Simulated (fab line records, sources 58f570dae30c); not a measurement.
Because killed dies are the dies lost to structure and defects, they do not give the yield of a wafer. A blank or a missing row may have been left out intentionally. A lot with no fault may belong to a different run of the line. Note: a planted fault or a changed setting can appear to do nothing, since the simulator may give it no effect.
Lot-split experiment | flow berkeleyCmos170 | on a route of 331 steps: 5 lots, 23 wafers read

ABOUT THE SPLIT
At UCB170_M3_SPUTTER_01 (material Al, target thk 900 nm, time 120 s), the setting timeS was moved away from the recipe's 120 s on 7 of the 23 wafers read, by -13.7% to +7.9%. For the rest of the wafers, this setting stayed at what the recipe calls for.

FROM THE SPLIT TO THE READING: what the file shows between them, 1 step
- UCB170_M3_RS_MEAS_02: measures by four-point-probe

THE READING
M3_AL_THK, in nm, at UCB170_M3_THK_MEAS_03 (measures by xrf). Fault-free wafers of this fab line usually give 906 nm, standard deviation 13 nm.

wafer  | tool, chamber at the split | timeS as run, s | against the recipe | M3_AL_THK, nm | against lot-mates on the recipe
L075.1 | pvdSputter-01, -           | 103.5           | -13.7%             | 780           | -139
L075.2 | pvdSputter-01, -           | 120             | recipe             | 918           | -
L075.3 | pvdSputter-01, -           | 120             | recipe             | 910           | -
L075.4 | pvdSputter-01, -           | 103.5           | -13.7%             | 784           | -135
L075.5 | pvdSputter-01, -           | 120             | recipe             | 928           | -
L076.1 | pvdSputter-01, -           | 120             | recipe             | 900           | -
L076.2 | pvdSputter-01, -           | 129.5           | +7.9%              | 988           | +89
L076.3 | pvdSputter-01, -           | 120             | recipe             | 898           | -
L076.4 | pvdSputter-01, -           | 129.5           | +7.9%              | 984           | +85
L076.6 | pvdSputter-01, -           | 129.5           | +7.9%              | 971           | +72
L079.1 | pvdSputter-04, -           | 120             | recipe             | 911           | -
L079.2 | pvdSputter-04, -           | 120             | recipe             | 917           | -
L079.4 | pvdSputter-04, -           | 120             | recipe             | 896           | -
L079.5 | pvdSputter-04, -           | 120             | recipe             | 878           | -
L079.6 | pvdSputter-04, -           | 120             | recipe             | 911           | -
L078.2 | pvdSputter-04, -           | 120             | recipe             | 917           | -
L078.4 | pvdSputter-04, -           | 120             | recipe             | 897           | -
L078.5 | pvdSputter-04, -           | 120             | recipe             | 909           | -
L082.1 | pvdSputter-02, -           | 120             | recipe             | 918           | -
L082.2 | pvdSputter-02, -           | 105.4           | -12.2%             | 778           | -116
L082.3 | pvdSputter-02, -           | 120             | recipe             | 886           | -
L082.4 | pvdSputter-02, -           | 120             | recipe             | 879           | -
L082.6 | pvdSputter-02, -           | 105.4           | -12.2%             | 795           | -99

THE FIT
A straight line over all 23 wafers: M3_AL_THK changes by +9.36 nm for each +1% of timeS; r = +0.98; the points scatter about the line by 13 nm.
The same after taking each lot's own level away (the mean of its wafers on the recipe; 23 wafers): +9.7 nm for each +1%; r = +0.98; scatter 12 nm.
According to that fit, moving timeS by its largest amount changes the reading by 1.3e+02 nm.
The span of the lots' own levels, 894.3 to 918.7 nm, comes to 1.9 times the standard deviation stated above.
The two slopes agree, so the slope changes little with the lot-to-lot level.
Check: -130 nm against its lot-mates is what the line predicts for one of the wafers moved furthest among these (-13.7%) when that wafer is left out of the fit. Against them it came out at -139 nm.

OTHER SPLITS ON THESE WAFERS
Note: prior to the reading, these wafers also went through further splits. Each is held against what the fit with the lots' levels taken away leaves over:
other split on the same wafers  | wafers away from the commonest value | r with M3_AL_THK (lot level and that fit taken away)
UCB170_BACKSIDE_STRIP_03 powerW | 5                                    | -0.24
UCB170_M1_SPUTTER_00 powerW     | 8                                    | +0.30
UCB170_M1_PEB_07 pebTempC       | 9                                    | +0.06
UCB170_M2_METAL_ETCH_18 timeS   | 8                                    | +0.08

THE WHOLE CHAIN: every reading that the file lists as answering this split, in the file's order
step                  | what it does                               | reading                                                                    | change (the file's fit)               | r (the file's)
UCB170_M3_SPUTTER_01  | material Al, target thk 900 nm, time 120 s | Al_of_M3_SPUTTER_01.thkNm (the simulator's own value, which no gauge read) | +9.53 nm for each +1% of the setting  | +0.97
UCB170_M3_RS_MEAS_02  | measures by four-point-probe               | M3_AL_RS                                                                   | -0.000385 for each +1% of the setting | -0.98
UCB170_M3_THK_MEAS_03 | measures by xrf                            | M3_AL_THK                                                                  | +9.6 for each +1% of the setting      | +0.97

THE FILE'S OWN FIT
M3_AL_THK changes by +9.6 nm for each +1% of timeS, r = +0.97.
